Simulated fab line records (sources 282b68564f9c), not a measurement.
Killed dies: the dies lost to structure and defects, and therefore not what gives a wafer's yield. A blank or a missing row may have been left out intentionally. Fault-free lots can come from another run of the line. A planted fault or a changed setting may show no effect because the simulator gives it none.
Which of the tools did it? + flow rit cmos + Sampling: 7 lots, 21 wafers, 2 of 202 route steps

WHAT THE GAUGES SHOWED, per wafer
RIT_GATE_CD_MEAS_90: target cd 150 nm.
| lot  | measured    | on        | cd nm (nm)        |
|------|-------------|-----------|-------------------|
| L707 | day 3 04:42 | cd sem-02 | 149.9 148.9 148.9 |
| L709 | day 3 14:44 | cd sem-02 | 151.2 149.6 147.8 |
| L711 | day 4 00:50 | cd sem-02 | - - -             |
| L713 | day 4 11:17 | cd sem-02 | 151.4 152.5 149.1 |
| L722 | day 6 07:13 | cd sem-01 | 149.4 150.3 152.9 |
| L724 | day 6 19:20 | cd sem-01 | 149.3 150.9 155.1 |
| L726 | day 7 05:14 | cd sem-01 | 148.6 150.1 149.0 |

WHAT TOOL EACH LOT RAN ON (gives the tool, then ch and the chambers of the sampled wafers, and finally the start)
| lot  | RIT_GATE_ETCH_19                |
|------|---------------------------------|
| L707 | rie si-02 ch 0,1, day 3 04:25   |
| L709 | rie si-02 ch 0,1,3, day 3 14:27 |
| L711 | rie si-02 ch 0,1,2, day 4 00:33 |
| L713 | rie si-02 ch 1,2, day 4 11:01   |
| L722 | rie si-01 ch 0,2,3, day 6 06:54 |
| L724 | rie si-01 ch 1,2, day 6 19:03   |
| L726 | rie si-01 ch 0,1,2, day 7 04:56 |
- RIT_GATE_ETCH_19: etches poly-Si in SF6/CHF3/O2, stops on SiO2, time 165 s, target depth 312.5 nm.

THE ANSWER, worked out from the rows above alone
Rule: what is usual is taken from the lots themselves. Put in order of their means at a reading, lots are off if they are a third of the lots or fewer, leave a main group of 4 or more, and stand apart from it by a gap of 3 or more times the standard deviation of the main group's means; of several such gaps the widest counts. A main group whose means are all the same, to the digits that the tables above print for the reading, isn't used. Also off: a lot with no number at a reading for which 4 or more lots have one. Where the step has rows for the other lots, those lots are counted as sound.
Off: L711 (RIT_GATE_CD_MEAS_90, cd nm). Without a number there: L711. The main group has a mean of 150.3 nm with a standard deviation of 0.98.
If a tool, at a process step before that reading, ran all the lots that are off and no sound lot after the first of them, it fits. Gauges at RIT_GATE_CD_MEAS_90: tried the same way as those tools. Not one of the candidates tried fits.

WHAT THE SIMULATOR PUT IN
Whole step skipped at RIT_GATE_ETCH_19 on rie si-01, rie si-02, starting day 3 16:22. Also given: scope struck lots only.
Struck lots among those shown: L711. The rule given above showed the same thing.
